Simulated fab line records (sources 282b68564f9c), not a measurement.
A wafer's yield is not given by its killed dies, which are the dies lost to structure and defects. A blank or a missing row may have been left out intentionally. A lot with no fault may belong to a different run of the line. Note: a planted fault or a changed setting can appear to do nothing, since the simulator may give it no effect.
fab line records	flow rit_cmos
record lots=14	wafers=42	last_day=7
route steps=202 shown PSD@150 SDANNEAL@156 CONTACT@168 M1@198
lots untouched by any fault: they come from a run of this same line in which no faults occurred
start_h: the number of hours between the record's first day and the start of the first shown wafer of the lot	wait_h: hours since the lot's step before	" as in the row above	L1.1+2: one row covering several wafers at once	- no value, or no start was given	* or withheld: withheld	< > ~ a bound
route shown NAME@n: a module of which the file shows steps, and the number in the route of the first	usual: mean/standard deviation taken from wafers without a fault	same: alike in all rows	chamber/n: place in a boat	sites: the reading at each site	_std_site: their standard deviation	_edge_site: mean of outer sites minus mean of inner sites	radius_mm: for every site, how far away it sits from the centre of the wafer	mask NAME#n: copy n	behind: the most recent tool/chamber to have shaped the wafer	hold: cause of the lot's hold/its duration in hours/its outcome	device: whichever transistor did not switch (one of n, p or np)	end of line: tests run on the same wafers once the route is complete	a step without rows: its recipe alone	killed: the dies lost at the first sort to structure and to defects; this is not the yield of the wafer	map: shows each die of a wafer: x if killed, . if not, _ if none is there
set.NAME: the setting that was run; set.NAME@STEP: the one run at that earlier step	model.NAME: the simulator's own value behind a step, which no gauge read
a sample of lots followed through the steps of the route, with each step as a table and each wafer as a row
services: when a tool's chamber went out of use (start_h, in hours from the record's first day, below 0 if earlier), for how many hours, and the reason
## steps
# step RIT_PSD_IMPLANT_08
# recipe species=BF2	energy_kev=27	dose_cm2=5e+15	tilt_deg=7
# usual beam_on_s=12.7/1.4	dose_ions_cm2=5e+15/5.7e+12
lot.wafer	tool	chamber	start_h	wait_h	beam_on_s	dose_ions_cm2
L592.4	implanter-04	0	50.44	0.1	13.2	5.007e+15
L592.5	"	0	"	"	13.6	5.011e+15
L592.6	"	0	"	"	13.4	4.998e+15
L593.1	implanter-01	0	56.22	0.1	13.7	5.012e+15
L593.2	"	0	"	"	13.5	5.007e+15
L593.5	"	0	"	"	13.9	4.999e+15
L596.2	implanter-01	0	69.11	0.1	13.8	4.989e+15
L596.3	"	0	"	"	13.6	5.008e+15
L596.6	"	0	"	"	13.9	5.002e+15
L597.2	implanter-01	0	75.56	0.1	13.6	5.001e+15
L597.4	"	0	"	"	14.0	5.006e+15
L597.6	"	0	"	"	14.2	4.994e+15
L601.3	implanter-01	0	93.86	0.1	18.7	6.753e+15
L601.5	"	0	"	"	18.5	6.748e+15
L601.6	"	0	"	"	18.1	6.743e+15
L602.2	implanter-01	0	99.76	0.1	19.1	6.753e+15
L602.5	"	0	"	"	19.2	6.746e+15
L602.6	"	0	"	"	18.3	6.746e+15
L603.1	implanter-03	0	105.22	0.1	10.2	4.995e+15
L603.4	"	0	"	"	10.6	5.003e+15
L603.5	"	0	"	"	10.3	4.994e+15
L604.2	implanter-03	0	110.06	0.1	10.2	4.998e+15
L604.3	"	0	"	"	10.4	4.997e+15
L604.6	"	0	"	"	10.3	5.004e+15
L605.2	implanter-04	0	116.63	0.1	13.3	4.998e+15
L605.3	"	0	"	"	12.8	5e+15
L605.4	"	0	"	"	13.3	4.992e+15
L607.1	implanter-04	0	127.74	0.1	13.2	5.004e+15
L607.2	"	0	"	"	13.3	5.005e+15
L607.5	"	0	"	"	13.1	5e+15
L608.2	implanter-04	0	131.02	0.1	13.1	4.989e+15
L608.3	"	0	"	"	13.3	4.995e+15
L608.4	"	0	"	"	13.2	5.001e+15
L612.2	implanter-03	0	150.78	0.1	10.3	4.999e+15
L612.4	"	0	"	"	10.4	4.995e+15
L612.5	"	0	"	"	10.7	4.996e+15
L613.4	implanter-04	0	155.87	0.1	13.1	5.003e+15
L613.5	"	0	"	"	13.0	5.001e+15
L613.6	"	0	"	"	13.7	5e+15
L615.3	implanter-04	0	166.78	0.1	13.1	5.005e+15
L615.4	"	0	"	"	13.5	4.995e+15
L615.6	"	0	"	"	12.8	5.008e+15
# step RIT_PSD_TW_MEAS_10
# usual PSD_TW=3380/20
lot.wafer	tool	chamber	start_h	wait_h	hold	PSD_TW
L592.4	film_metro-04	-	50.72	0.1	-	3371
L592.5	"	-	"	"	-	3402
L592.6	"	-	"	"	-	3372
L593.1	film_metro-02	-	56.55	0.1	-	3413
L593.2	"	-	"	"	-	3419
L593.5	"	-	"	"	-	3398
L596.2	film_metro-04	-	69.42	0.1	-	3382
L596.3	"	-	"	"	-	3365
L596.6	"	-	"	"	-	3393
L597.2	film_metro-04	-	75.87	0.1	-	3373
L597.4	"	-	"	"	-	3387
L597.6	"	-	"	"	-	3373
L601.3	film_metro-02	-	94.16	0.1	await_dispo/0.2h/release	3469
L601.5	"	-	"	"	await_dispo/0.2h/release	3467
L601.6	"	-	"	"	await_dispo/0.2h/release	3490
L601.3	film_metro-02	-	94.38	0.2	-	3476
L601.5	"	-	"	"	-	3479
L601.6	"	-	"	"	-	3481
L602.2	film_metro-02	-	100.07	0.1	await_dispo/0.2h/release	3468
L602.5	"	-	"	"	await_dispo/0.2h/release	3464
L602.6	"	-	"	"	await_dispo/0.2h/release	3470
L602.2	film_metro-02	-	100.30	0.2	-	3477
L602.5	"	-	"	"	-	3448
L602.6	"	-	"	"	-	3477
L603.1	film_metro-04	-	105.55	0.1	-	3361
L603.4	"	-	"	"	-	3368
L603.5	"	-	"	"	-	3367
L604.2	film_metro-04	-	110.37	0.1	-	3371
L604.3	"	-	"	"	-	3382
L604.6	"	-	"	"	-	3387
L605.2	film_metro-02	-	116.94	0.1	-	3398
L605.3	"	-	"	"	-	3375
L605.4	"	-	"	"	-	3388
L607.1	film_metro-02	-	128.07	0.1	-	3422
L607.2	"	-	"	"	-	3407
L607.5	"	-	"	"	-	3407
L608.2	film_metro-03	-	131.33	0.1	-	3340
L608.3	"	-	"	"	-	3350
L608.4	"	-	"	"	-	3358
L612.2	film_metro-03	-	151.09	0.1	-	3352
L612.4	"	-	"	"	-	3359
L612.5	"	-	"	"	-	3372
L613.4	film_metro-02	-	156.15	0.1	-	3416
L613.5	"	-	"	"	-	3396
L613.6	"	-	"	"	-	3399
L615.3	film_metro-04	-	167.08	0.1	-	3382
L615.4	"	-	"	"	-	3391
L615.6	"	-	"	"	-	3372
# step RIT_SDANNEAL_RTA_03
# recipe temp_c=1050	time_s=5	idle_temp_c=600	ramp_up_c_per_s=342	ramp_down_c_per_s=171	cool_to_c=600	ambient=N2
# usual wafer_temp_C_max=1053.5/1.2
lot.wafer	tool	chamber	start_h	wait_h	wafer_temp_C_max
L592.4	rtp_anneal-01	0	51.14	0.0	1051.8
L592.5	"	0	"	"	1053.1
L592.6	"	0	"	"	1053.8
L593.1	rtp_anneal-02	0	56.97	0.0	1053.7
L593.2	"	0	"	"	1053.3
L593.5	"	0	"	"	1053.0
L596.2	rtp_anneal-01	0	69.88	0.0	1052.7
L596.3	"	0	"	"	1054.1
L596.6	"	0	"	"	1054.0
L597.2	rtp_anneal-02	0	76.35	0.0	1052.3
L597.4	"	0	"	"	1053.3
L597.6	"	0	"	"	1052.8
L601.3	rtp_anneal-02	0	97.06	0.0	1053.3
L601.5	"	0	"	"	1052.4
L601.6	"	0	"	"	1052.8
L602.2	rtp_anneal-01	0	102.38	0.0	1055.6
L602.5	"	0	"	"	1052.5
L602.6	"	0	"	"	1052.1
L603.1	rtp_anneal-02	0	105.97	0.0	1052.4
L603.4	"	0	"	"	1055.3
L603.5	"	0	"	"	1051.7
L604.2	rtp_anneal-01	0	110.79	0.0	1053.5
L604.3	"	0	"	"	1052.3
L604.6	"	0	"	"	1054.3
L605.2	rtp_anneal-02	0	117.36	0.0	1054.9
L605.3	"	0	"	"	1052.6
L605.4	"	0	"	"	1053.0
L607.1	rtp_anneal-02	0	128.50	0.0	1053.2
L607.2	"	0	"	"	1052.8
L607.5	"	0	"	"	1053.3
L608.2	rtp_anneal-01	0	131.76	0.0	1053.3
L608.3	"	0	"	"	1052.4
L608.4	"	0	"	"	1051.6
L612.2	rtp_anneal-01	0	151.53	0.0	1054.0
L612.4	"	0	"	"	1052.4
L612.5	"	0	"	"	1052.9
L613.4	rtp_anneal-02	0	156.65	0.0	1052.7
L613.5	"	0	"	"	1053.3
L613.6	"	0	"	"	1053.8
L615.3	rtp_anneal-02	0	167.52	0.0	1051.4
L615.4	"	0	"	"	1053.0
L615.6	"	0	"	"	1052.2
# step RIT_SDANNEAL_RS_MEAS_04
# recipe thk_meas_gauge=four-point-probe
# usual PSD_RS=115.9/0.3
lot.wafer	tool	chamber	start_h	wait_h	hold	PSD_RS[ohm/sq]
L592.4	film_metro-03	-	51.23	0.1	-	115.5
L592.5	"	-	"	"	-	115.5
L592.6	"	-	"	"	-	115.5
L593.1	film_metro-03	-	57.03	0.0	-	116.0
L593.2	"	-	"	"	-	115.8
L593.5	"	-	"	"	-	116.1
L596.2	film_metro-02	-	69.95	0.1	-	115.8
L596.3	"	-	"	"	-	116.0
L596.6	"	-	"	"	-	116.0
L597.2	film_metro-03	-	76.41	0.1	-	115.8
L597.4	"	-	"	"	-	116.0
L597.6	"	-	"	"	-	115.7
L601.3	film_metro-02	-	97.14	0.1	await_dispo/0.2h/release	111.8
L601.5	"	-	"	"	await_dispo/0.2h/release	111.9
L601.6	"	-	"	"	await_dispo/0.2h/release	112.2
L601.3	film_metro-02	-	97.43	0.3	-	111.9
L601.5	"	-	"	"	-	112.3
L601.6	"	-	"	"	-	111.9
L602.2	film_metro-02	-	102.46	0.1	await_dispo/0.2h/release	112.3
L602.5	"	-	"	"	await_dispo/0.2h/release	112.1
L602.6	"	-	"	"	await_dispo/0.2h/release	112.3
L602.2	film_metro-02	-	102.75	0.3	-	112.4
L602.5	"	-	"	"	-	112.0
L602.6	"	-	"	"	-	112.2
L603.1	film_metro-03	-	106.03	0.0	-	116.4
L603.4	"	-	"	"	-	115.6
L603.5	"	-	"	"	-	115.9
L604.2	film_metro-03	-	110.86	0.1	-	116.0
L604.3	"	-	"	"	-	115.9
L604.6	"	-	"	"	-	115.7
L605.2	film_metro-02	-	117.43	0.1	-	115.8
L605.3	"	-	"	"	-	115.7
L605.4	"	-	"	"	-	115.5
L607.1	film_metro-04	-	128.55	0.0	-	115.9
L607.2	"	-	"	"	-	116.4
L607.5	"	-	"	"	-	115.9
L608.2	film_metro-04	-	131.83	0.1	-	116.1
L608.3	"	-	"	"	-	115.9
L608.4	"	-	"	"	-	116.3
L612.2	film_metro-04	-	151.60	0.1	-	116.5
L612.4	"	-	"	"	-	116.3
L612.5	"	-	"	"	-	116.0
L613.4	film_metro-03	-	156.74	0.1	-	116.0
L613.5	"	-	"	"	-	115.8
L613.6	"	-	"	"	-	116.1
L615.3	film_metro-04	-	167.60	0.1	-	116.2
L615.4	"	-	"	"	-	116.1
L615.6	"	-	"	"	-	116.1
# step RIT_CONTACT_CVD_00
# recipe material=SiO2	target_thk_nm=400	precursor=TEOS	temp_c=390	time_s=61	rf_w=400
# usual heater_power_w=372/70
lot.wafer	tool	chamber	start_h	wait_h	heater_power_w
L592.4	pecvd-01	0	52.20	0.0	485
L592.5	"	1	"	"	327
L592.6	"	2	"	"	376
L593.1	pecvd-03	0	58.03	0.1	353
L593.2	"	1	"	"	459
L593.5	"	2	"	"	303
L596.2	pecvd-03	1	70.93	0.0	474
L596.3	"	0	"	"	265
L596.6	"	2	"	"	315
L597.2	pecvd-02	1	77.40	0.0	509
L597.4	"	0	"	"	255
L597.6	"	1	"	"	490
L601.3	pecvd-01	2	99.79	0.0	437
L601.5	"	2	"	"	328
L601.6	"	0	"	"	454
L603.1	pecvd-02	1	107.03	0.1	487
L603.4	"	0	"	"	340
L603.5	"	1	"	"	504
L602.2	pecvd-03	0	107.21	0.0	331
L602.5	"	0	"	"	335
L602.6	"	2	"	"	333
L604.2	pecvd-01	2	111.84	0.0	430
L604.3	"	0	"	"	420
L604.6	"	1	"	"	309
L605.2	pecvd-03	0	118.41	0.0	349
L605.3	"	2	"	"	340
L605.4	"	1	"	"	365
L607.1	pecvd-01	2	129.55	0.1	409
L607.2	"	1	"	"	322
L607.5	"	0	"	"	364
L608.2	pecvd-02	2	132.81	0.0	353
L608.3	"	1	"	"	492
L608.4	"	2	"	"	361
L612.2	pecvd-03	0	152.58	0.0	323
L612.4	"	1	"	"	413
L612.5	"	0	"	"	331
L613.4	pecvd-01	1	157.70	0.0	276
L613.5	"	2	"	"	427
L613.6	"	0	"	"	414
L615.3	pecvd-03	1	168.55	0.0	432
L615.4	"	2	"	"	336
L615.6	"	1	"	"	432
# step RIT_M1_STRIP_14
# recipe chemistry=O2	time_s=180	platen_temp_c=withheld	power_w=500	pressure_mtorr=4000	o2_flow_sccm=4000
# usual drypump_motor_current_A=5.8/0.62	o2_flow_sccm=4000/11
lot.wafer	tool	chamber	start_h	wait_h	drypump_motor_current_A	o2_flow_sccm	rf_hours_counter_h
L592.4	plasma_asher-02	1	56.57	0.1	5.7	4007	-
L592.5	"	1	"	"	5.7	3985	-
L592.6	"	0	"	"	5.8	4018	-
L593.1	plasma_asher-03	1	62.37	0.0	6.7	3989	42
L593.2	"	0	"	"	6.4	4020	42
L593.5	"	0	"	"	6.4	4013	-
L596.2	plasma_asher-03	0	75.57	0.0	6.4	4003	43
L596.3	"	1	"	"	6.7	4004	-
L596.6	"	0	"	"	6.4	3999	-
L597.2	plasma_asher-02	1	82.13	0.0	5.7	3999	44
L597.4	"	1	"	"	5.7	4008	-
L597.6	"	1	"	"	5.7	3980	-
L601.3	plasma_asher-02	0	105.18	0.1	5.8	3993	-
L601.5	"	0	"	"	5.8	3990	-
L601.6	"	1	"	"	5.7	4019	-
L603.1	plasma_asher-04	1	111.59	0.0	4.9	4009	49
L603.4	"	0	"	"	5.4	4002	-
L603.5	"	1	"	"	4.9	4008	-
L604.2	plasma_asher-04	1	116.18	0.0	4.9	4010	50
L604.3	"	0	"	"	5.4	3999	-
L604.6	"	0	"	"	5.4	3989	-
L605.2	plasma_asher-04	1	122.85	0.0	4.9	3978	51
L605.3	"	0	"	"	5.4	4002	-
L605.4	"	1	"	"	4.9	3998	-
L607.1	plasma_asher-04	1	134.51	0.0	4.9	4001	52
L607.2	"	0	"	"	5.4	4010	52
L607.5	"	0	"	"	5.4	4010	-
L608.2	plasma_asher-03	1	137.39	0.0	6.7	3986	47
L608.3	"	1	"	"	6.7	4001	-
L608.4	"	0	"	"	6.4	4007	-
L612.2	plasma_asher-03	0	157.22	0.0	6.5	3984	49
L612.4	"	1	"	"	6.7	3995	-
L612.5	"	1	"	"	6.7	3999	-
L613.4	plasma_asher-02	0	162.36	0.1	5.8	4011	-
L613.5	"	1	"	"	5.7	3979	-
L613.6	"	0	"	"	5.8	4003	-
L615.3	plasma_asher-03	1	173.23	0.1	6.7	4008	-
L615.4	"	0	"	"	6.4	3994	-
L615.6	"	0	"	"	6.4	3993	-
# step RIT_M1_PROBE_99
# usual killed_at_contacts=0.0/0.18	killed_at_front_end=7/3.1	killed_dies=7/3.1	killed_on_rim=1.8/1.4	killed_open=3.5/2.1	killed_short=3.5/2
# same gross_dies=264	killed_at_M0_to_M3=0	killed_at_M4_up=0	killed_at_back_side=0	killed_at_other=0
lot.wafer	tool	chamber	start_h	wait_h	killed_at_contacts	killed_at_front_end	killed_dies	killed_on_rim	killed_open	killed_short
L592.4	prober-01	-	58.57	0.2	0	5	5	0	1	3
L592.5	prober-01	-	58.62	0.2	0	11	11	2	5	5
L592.6	prober-01	-	58.67	0.2	0	6	6	1	3	2
L593.1	prober-02	-	64.29	0.1	0	6	6	3	3	3
L593.2	prober-02	-	64.34	0.1	0	8	8	1	2	6
L593.5	prober-02	-	64.49	0.2	0	16	16	2	6	10
L596.2	prober-01	-	78.62	0.1	0	9	9	7	6	3
L596.3	prober-01	-	78.67	0.2	0	6	6	0	2	4
L596.6	prober-01	-	78.82	0.2	0	6	6	2	2	4
L597.2	prober-02	-	84.31	0.1	0	7	7	2	4	3
L597.4	prober-02	-	84.41	0.2	0	7	7	2	5	2
L597.6	prober-02	-	84.51	0.2	0	9	9	3	6	3
L601.3	prober-02	-	107.14	0.2	0	4	4	1	2	2
L601.5	prober-02	-	107.24	0.2	0	9	9	4	2	6
L601.6	prober-02	-	107.29	0.2	0	7	7	2	3	4
L603.1	prober-02	-	113.50	0.1	0	1	1	0	0	1
L603.4	prober-02	-	113.65	0.2	0	3	3	0	1	2
L603.5	prober-02	-	113.70	0.2	0	5	5	1	3	2
L604.2	prober-01	-	118.15	0.1	0	2	2	1	2	0
L604.3	prober-01	-	118.20	0.2	0	8	8	3	6	2
L604.6	prober-01	-	118.35	0.2	0	7	7	2	2	5
L605.2	prober-02	-	124.82	0.1	0	6	6	2	2	4
L605.3	prober-02	-	124.87	0.2	0	9	9	3	7	2
L605.4	prober-02	-	124.92	0.2	0	9	9	3	4	5
L607.1	prober-02	-	136.43	0.1	0	5	5	1	0	5
L607.2	prober-02	-	136.48	0.1	1	10	11	2	4	7
L607.5	prober-02	-	136.63	0.2	0	10	10	0	7	3
L608.2	prober-01	-	139.35	0.1	0	8	8	2	2	6
L608.3	prober-01	-	139.40	0.2	0	4	4	0	1	3
L608.4	prober-01	-	139.45	0.2	0	7	7	3	4	3
L612.2	prober-01	-	160.00	0.1	0	10	10	4	7	3
L612.4	prober-01	-	160.10	0.2	0	9	9	2	5	4
L612.5	prober-01	-	160.15	0.2	0	8	8	2	3	5
L613.4	prober-02	-	164.37	0.2	0	6	6	0	3	3
L613.5	prober-02	-	164.42	0.2	0	6	6	2	1	3
L613.6	prober-02	-	164.47	0.2	0	4	4	1	2	2
L615.3	prober-01	-	175.19	0.2	0	5	5	1	2	3
L615.4	prober-01	-	175.24	0.2	0	6	6	0	3	3
L615.6	prober-01	-	175.34	0.2	0	11	11	4	6	5
# killed by level:class
L592.4 SPACER:geometric_particle:short=2 GATE:geometric_particle:open=1 GATE:geometric_particle:short=1 PRETRO:coat_microbubble_printed=1
L592.5 FOX1:geometric_particle:open=2 GATE:geometric_particle:open=2 FOX1:geometric_particle:short=1 FOX2:geometric_particle:short=1 FOX2:geometric_particle:open=1 GATE:geometric_particle:short=1 SPACER:geometric_particle:short=1 SILICIDE:geometric_particle:short=1
L592.6 REOX:geometric_particle:short=2 FOX2:geometric_particle:open=1 GATE:geometric_particle:open=1 REOX:geometric_particle:open=1 PRETRO:coat_microbubble_printed=1
L593.1 FOX2:geometric_particle:open=1 GATE:geometric_particle:short=1 REOX:geometric_particle:open=1 SPACER:geometric_particle:open=1 SPACER:geometric_particle:short=1 SILICIDE:geometric_particle:short=1
L593.2 GATE:geometric_particle:short=3 ACTIVE:geometric_particle:short=1 GATE:geometric_particle:open=1 SPACER:geometric_particle:short=1 SPACER:geometric_particle:open=1 SILICIDE:geometric_particle:short=1
L593.5 GATE:geometric_particle:short=3 GATE:geometric_particle:open=3 FOX1:geometric_particle:short=2 REOX:geometric_particle:short=2 REOX:geometric_particle:open=2 SPACER:geometric_particle:short=2 FOX1:geometric_particle:open=1 SILICIDE:geometric_particle:short=1
L596.2 REOX:geometric_particle:open=2 FOX1:geometric_particle:short=1 FOX1:geometric_particle:open=1 FOX2:geometric_particle:open=1 GATE:geometric_particle:short=1 GATE:geometric_particle:open=1 REOX:geometric_particle:short=1 SILICIDE:geometric_particle:open=1
L596.3 FOX2:geometric_particle:short=3 GATE:geometric_particle:open=2 SPACER:geometric_particle:short=1
L596.6 GATE:geometric_particle:open=2 GATE:geometric_particle:short=2 REOX:geometric_particle:short=2
L597.2 FOX1:geometric_particle:open=2 GATE:geometric_particle:short=2 GATE:geometric_particle:open=1 SPACER:geometric_particle:short=1 SPACER:geometric_particle:open=1
L597.4 GATE:geometric_particle:open=2 SPACER:geometric_particle:open=2 REOX:geometric_particle:short=1 REOX:geometric_particle:open=1 SPACER:geometric_particle:short=1
L597.6 SPACER:geometric_particle:open=2 FOX1:geometric_particle:open=1 FOX2:geometric_particle:short=1 GATE:geometric_particle:short=1 GATE:geometric_particle:open=1 REOX:geometric_particle:open=1 REOX:geometric_particle:short=1 SILICIDE:geometric_particle:open=1
L601.3 FOX2:geometric_particle:short=1 FOX2:geometric_particle:open=1 SPACER:geometric_particle:short=1 SPACER:geometric_particle:open=1
L601.5 GATE:geometric_particle:short=4 FOX2:geometric_particle:short=1 GATE:geometric_particle:open=1 REOX:geometric_particle:short=1 SPACER:geometric_particle:open=1 PLDD:coat_microbubble_printed=1
L601.6 GATE:geometric_particle:short=2 FOX1:geometric_particle:open=1 FOX2:geometric_particle:short=1 FOX2:geometric_particle:open=1 GATE:geometric_particle:open=1 SILICIDE:geometric_particle:short=1
L603.1 FOX1:geometric_particle:short=1
L603.4 GATE:geometric_particle:short=2 REOX:geometric_particle:open=1
L603.5 GATE:geometric_particle:open=3 SILICIDE:geometric_particle:short=1 GATE:geometric_particle:short=1
L604.2 REOX:geometric_particle:open=1 SILICIDE:geometric_particle:open=1
L604.3 REOX:geometric_particle:open=3 SILICIDE:geometric_particle:open=3 REOX:geometric_particle:short=1 SILICIDE:geometric_particle:short=1
L604.6 SPACER:geometric_particle:short=2 SILICIDE:geometric_particle:short=2 REOX:geometric_particle:open=1 REOX:geometric_particle:short=1 SILICIDE:geometric_particle:open=1
L605.2 SILICIDE:geometric_particle:short=2 FOX2:geometric_particle:short=1 FOX2:geometric_particle:open=1 SPACER:geometric_particle:short=1 SPACER:geometric_particle:open=1
L605.3 SILICIDE:geometric_particle:open=5 GATE:geometric_particle:open=2 GATE:geometric_particle:short=2
L605.4 FOX2:geometric_particle:short=2 GATE:geometric_particle:short=2 FOX1:geometric_particle:open=1 FOX1:geometric_particle:short=1 GATE:geometric_particle:open=1 REOX:geometric_particle:open=1 SILICIDE:geometric_particle:open=1
L607.1 FOX1:geometric_particle:short=2 GATE:geometric_particle:short=2 SILICIDE:geometric_particle:short=1
L607.2 GATE:geometric_particle:short=4 GATE:geometric_particle:open=3 FOX2:geometric_particle:short=1 SPACER:geometric_particle:open=1 SPACER:geometric_particle:short=1 CONTACT:geometric_particle:short=1
L607.5 GATE:geometric_particle:open=5 GATE:geometric_particle:short=3 FOX2:geometric_particle:open=1 SILICIDE:geometric_particle:open=1
L608.2 SPACER:geometric_particle:short=3 REOX:geometric_particle:short=2 FOX1:geometric_particle:open=1 FOX2:geometric_particle:short=1 REOX:geometric_particle:open=1
L608.3 SPACER:geometric_particle:short=2 FOX1:geometric_particle:short=1 FOX1:geometric_particle:open=1
L608.4 SPACER:geometric_particle:open=2 GATE:geometric_particle:open=1 GATE:geometric_particle:short=1 REOX:geometric_particle:short=1 REOX:geometric_particle:open=1 SPACER:geometric_particle:short=1
L612.2 FOX2:geometric_particle:open=3 GATE:geometric_particle:open=2 FOX1:geometric_particle:short=1 FOX2:geometric_particle:short=1 GATE:geometric_particle:short=1 REOX:geometric_particle:open=1 SPACER:geometric_particle:open=1
L612.4 GATE:geometric_particle:open=3 GATE:geometric_particle:short=3 FOX1:geometric_particle:short=1 FOX2:geometric_particle:open=1 SILICIDE:geometric_particle:open=1
L612.5 FOX1:geometric_particle:short=2 GATE:geometric_particle:open=2 GATE:geometric_particle:short=2 FOX1:geometric_particle:open=1 SPACER:geometric_particle:short=1
L613.4 GATE:geometric_particle:open=1 GATE:geometric_particle:short=1 SPACER:geometric_particle:short=1 SPACER:geometric_particle:open=1 SILICIDE:geometric_particle:short=1 SILICIDE:geometric_particle:open=1
L613.5 NLDD:coat_microbubble_printed=2 FOX1:geometric_particle:short=1 GATE:geometric_particle:short=1 SPACER:geometric_particle:short=1 SPACER:geometric_particle:open=1
L613.6 REOX:geometric_particle:short=2 GATE:geometric_particle:open=1 SPACER:geometric_particle:open=1
L615.3 GATE:geometric_particle:short=2 GATE:geometric_particle:open=2 REOX:geometric_particle:short=1
L615.4 FOX2:geometric_particle:short=2 GATE:geometric_particle:short=1 GATE:geometric_particle:open=1 REOX:geometric_particle:open=1 SPACER:geometric_particle:open=1
L615.6 GATE:geometric_particle:open=4 GATE:geometric_particle:short=2 ACTIVE:geometric_particle:short=1 FOX2:geometric_particle:open=1 REOX:geometric_particle:short=1 REOX:geometric_particle:open=1 SILICIDE:geometric_particle:short=1
## services
tool	chamber	start_h	hours	kind
plasma_asher-02	-	27.74	2.8	pm
pecvd-02	-	30.90	1.1	repair
plasma_asher-04	-	31.89	3.0	repair
pecvd-03	-	35.87	1.4	repair
plasma_asher-04	-	68.29	2.8	pm
implanter-04	-	85.60	4.5	pm
plasma_asher-02	-	91.14	0.5	repair
pecvd-02	2	92.21	18.7	repair
plasma_asher-03	-	93.48	28.1	pm
plasma_asher-02	-	105.39	0.4	repair
pecvd-02	-	111.98	1.6	repair
plasma_asher-02	0	117.81	-	clean
plasma_asher-02	1	117.81	-	clean
pecvd-03	-	126.90	6.0	pm
implanter-03	-	134.20	4.9	pm
plasma_asher-03	-	144.28	5.9	repair
pecvd-01	-	147.99	0.8	repair
implanter-01	-	166.21	4.1	repair
plasma_asher-03	-	170.82	1.9	repair
## key
first_sign step=RIT_PSD_IMPLANT_08	reading=dose_ions_cm2	direction=up	sigmas=99+	usual=5e+15	struck=6.748e+15
effect step=RIT_PSD_IMPLANT_08	reading=beam_on_s	direction=up	sigmas=4.4	usual=12.7	struck=18.6
effect step=RIT_PSD_TW_MEAS_10	reading=visit	direction=added
effect step=RIT_SDANNEAL_RS_MEAS_04	reading=visit	direction=added
effect step=RIT_SDANNEAL_RS_MEAS_04	reading=PSD_RS	direction=down	sigmas=13	usual=115.9	struck=112.1
met_at RIT_PSD_IMPLANT_08
struck_lots L601,L602
rows_end L602.2,L602.5,L602.6
tester_left_out L601
loop_trim step=RIT_M1_EXPOSE_06	setting=dose	lots=L601,L602
not_acting_at RIT_SDANNEAL_RTA_03,RIT_CONTACT_CVD_00,RIT_M1_STRIP_14
onset_between 75.56 93.86
fault kind=process_parameter_drift	tool=implanter-01	chamber=-	onset_h=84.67	steps=RIT_PSD_IMPLANT_08	channel=dose_cm2	offset=1.75e+15	shape=step	end_h=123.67	acts_in=these_recipes_only	stated=5e+15
# tester_left_out: of these lots the tester's yield and bins aren't shown, on N5 and GAA mostly nor the transistor test; their killed dies are dies lost to structure and defects alone, not to doping, threshold or leakage, so they don't give the yield
# rows_end: these wafers met a further fault down the route, and their rows from its step on are left out
# loop_trim: a control loop set the setting to another value than it would have without faults
